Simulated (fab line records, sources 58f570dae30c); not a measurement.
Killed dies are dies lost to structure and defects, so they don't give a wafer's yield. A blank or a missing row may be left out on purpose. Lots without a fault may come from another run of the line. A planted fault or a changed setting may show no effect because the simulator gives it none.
Problem report in the 8D (eight disciplines) form, filled by code | flow berkeley_cmos170 | the parts of the form that need people (team, actions taken, sign-off) are left out

1. THE PROBLEM
PSD_RS at UCB170_SDANNEAL_RS_MEAS_02 reads a mean of 65.7 ohm/sq on 6 wafers of 2 lots; wafers without a fault read 75.6 ohm/sq with a standard deviation of 0.33. That is -30 standard deviations from the usual mean.
The step: measures by four-point-probe.
First seen on wafer L352.1, day 9 17:08, on film_metro-03. The record holds 42 wafers of 14 lots with a number at this step. Rule for "out", or "out of limits": more than 4 standard deviations from the usual mean. The other wafers with a number count as sound.

2. WHAT IT IS AND WHAT IT IS NOT
question                    | is                           | is not
which readings at this step | PSD_RS                       | -
which lots                  | L352, L353                   | L336, L337, L338, L339, L340, L342, L344, L345, L349, L350, L356, L358
which wafers of those lots  | all that have a number       | -
read on which gauges        | film_metro-01, film_metro-03 | film_metro-04
when                        | from day 9 17:08             | up to then (30 sound wafers); but 6 sound wafers of L356, L358 came after

3. SUSPECTS, AND WHAT RULES EACH OUT
Counting: a tool at a process step up to the reading stays a suspect if it ran every lot that is out and no sound lot after the first of them.
- the gauge at UCB170_SDANNEAL_RS_MEAS_02: ruled out. The wafers that are out were read on 2 gauges (film_metro-01, film_metro-03).
- rtp_anneal-02 at UCB170_SDANNEAL_RTA_01 (time 5 s): kept. It ran every lot that is out, first L352 (day 9 17:04), and no sound lot after that; its last sound lot up to then is L350 (day 9 16:34). Its own readings are out on those wafers: wafer_temp_C_max.
Left after counting: rtp_anneal-02 at UCB170_SDANNEAL_RTA_01.

4. THE CAUSE (what the simulator had put in)
Process parameter drift: rtp_anneal-02, from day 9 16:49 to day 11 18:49, at UCB170_SDANNEAL_RTA_01. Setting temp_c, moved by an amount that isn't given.
Counting left only this tool.

5. THE CHAIN OF EFFECTS, in route order
Each row: a reading whose mean over the struck wafers that have a number lies more than 3 standard deviations from the usual. Only readings for which the record gives a usual standard deviation are gone through. hours: the time from each lot's start at the first step in this table that gives one to its start at this step, as a median over the lots. sigmas: the change in usual standard deviations.
hours | step                       | reading          | usual         | on struck wafers | change | sigmas
0     | UCB170_SDANNEAL_RTA_01     | wafer_temp_C_max | 1055.8        | 1080.2           | +24.4  | +20
0     | UCB170_SDANNEAL_RS_MEAS_02 | PSD_RS           | 75.6 ohm/sq   | 65.7             | -9.9   | -30
0     | UCB170_SDANNEAL_RS_MEAS_03 | NSD_RS           | 37.29 ohm/sq  | 35.57            | -1.72  | -17
0     | UCB170_SDANNEAL_RS_MEAS_04 | PLDD_RS          | 1032.5 ohm/sq | 1013.3           | -19.2  | -8.0
The process steps in it:
- UCB170_SDANNEAL_RTA_01: time 5 s.
Later measuring or inspecting steps at which every struck wafer that the step has a row for has a number for every such reading, and none has moved that far: UCB170_M3_OVL_MEAS_16, UCB170_M3_BOW_MEAS_20.

6. WHAT WOULD HAVE CAUGHT IT SOONER
In this record the first reading out of limits at a measuring or inspecting step was taken at day 9 17:08, 0 hours after the fault began at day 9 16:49.
The tool's own readings at UCB170_SDANNEAL_RTA_01 were out on every struck wafer that the step has a row for (wafer_temp_C_max): an alarm limit on them would have fired on the first of those.
Of the lots that are out (2), L353 began UCB170_SDANNEAL_RTA_01 on rtp_anneal-02 after day 9 17:08. A hold on the tool at that time would have spared it.
